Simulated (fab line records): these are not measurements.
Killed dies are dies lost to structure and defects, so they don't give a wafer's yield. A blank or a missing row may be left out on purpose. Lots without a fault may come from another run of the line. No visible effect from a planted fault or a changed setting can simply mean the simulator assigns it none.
The same fault as seen by 2 desks    flow rit-cmos    only its own numbers are on each desk; what lay behind them is given at the end

== FROM THE METROLOGY DESK ==
Means of the sampled wafers that have a number, per lot and without regard to the tool the lot ran on: this is what the gauges read. If a lot's mean is further than 4 standard deviations from the usual mean, the lot is out of limits and carries the mark OUT (the distance appears in the brackets).
Columns: A = ACTIVE_OXIDE_THK at RIT_ACTIVE_THK_MEAS_02, usual 46.6 nm; B = ACTIVE_NITRIDE_THK at RIT_ACTIVE_THK_MEAS_04, usual 151.0 nm; C = cd-nm at RIT_ACTIVE_CD_MEAS_11, usual 1399.7 nm
lot   first seen here  A               B      C
L217  day 1 12:23      46.2            151.8  1401.6
L218  day 1 17:04      47.1            151.1  1399.9
L220  day 2 03:03      46.9            152.2  1396.8
L221  day 2 08:44      46.4            149.9  1400.4
L222  day 2 13:55      47.5            150.6  1398.2
L223  day 2 18:03      47.4            150.7  1396.9
L225  day 3 04:04      45.9            150.8  1395.9
L226  day 3 09:25      46.7            152.3  1401.6
L227  day 3 15:28      46.8            150.0  1400.1
L228  day 3 19:03      45.3            152.7  1399.8
L229  day 4 01:08      45.8            150.8  1397.3
L237  day 5 16:13      29.4 (-21) OUT  150.8  1412.8 (+5.7) OUT
L238  day 5 21:15      28.7 (-22) OUT  152.2  1399.2
L239  day 6 02:04      47.7            151.8  1401.5
This desk reports L237, L238 out of limits; the earliest was L237 at day 5 16:13 (ACTIVE_OXIDE_THK at RIT_ACTIVE_THK_MEAS_02). In limits: L217, L218, L220, L221, L222, L223, L225, L226, L227, L228, L229, L239.

== TOOL OWNER'S DESK, furnace-04 ==
The tool's own readings at RIT_ACTIVE_OXIDATION_01 (target thk 46.8 nm, ox time 3360 s): means of the sampled wafers that have a number, for each lot that ran on this tool. If a lot's mean is further than 4 standard deviations from the usual mean, the lot is out of limits and carries the mark OUT (the distance appears in the brackets).
Columns: A = ox-temp-c at RIT_ACTIVE_OXIDATION_01, usual 999.9 C; B = spike-tc-load-C at RIT_ACTIVE_OXIDATION_01, usual 1024.1 C; C = tube-center-temp-C at RIT_ACTIVE_OXIDATION_01, usual 1000 C; D = zone-power-centre-pct at RIT_ACTIVE_OXIDATION_01, usual 50 %
lot   first seen here  A       B       C     D
L220  day 2 01:07      1000.2  1022.1  1000  55
L221  day 2 06:48      999.9   1020.7  1000  55
L223  day 2 16:07      1000.1  1020.5  1000  55
L225  day 3 02:07      1000.1  1020.6  1000  55
L237  day 5 14:15      999.9   1021.0  1000  54
L238  day 5 19:18      1000.3  1021.2  1000  54
Result from this desk: across the 6 lots, nothing is out of limits.

== PUT TOGETHER ==
At day 5 16:13 the metrology desk could have sounded an alarm, on L237, L238.
The desk of the tool owner found nothing out of limits.
On record at the tool owner's desk: L237, L238, within its limits.
All the named lots went through RIT_ACTIVE_OXIDATION_01 on furnace-04.

== WHAT THE SIMULATOR HAD PUT IN ==
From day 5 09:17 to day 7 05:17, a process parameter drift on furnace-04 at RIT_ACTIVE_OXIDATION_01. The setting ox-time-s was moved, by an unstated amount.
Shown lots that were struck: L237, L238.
Per desk, hours elapsed from the start of the fault to the first reading out of limits: for the metrology desk, 7.
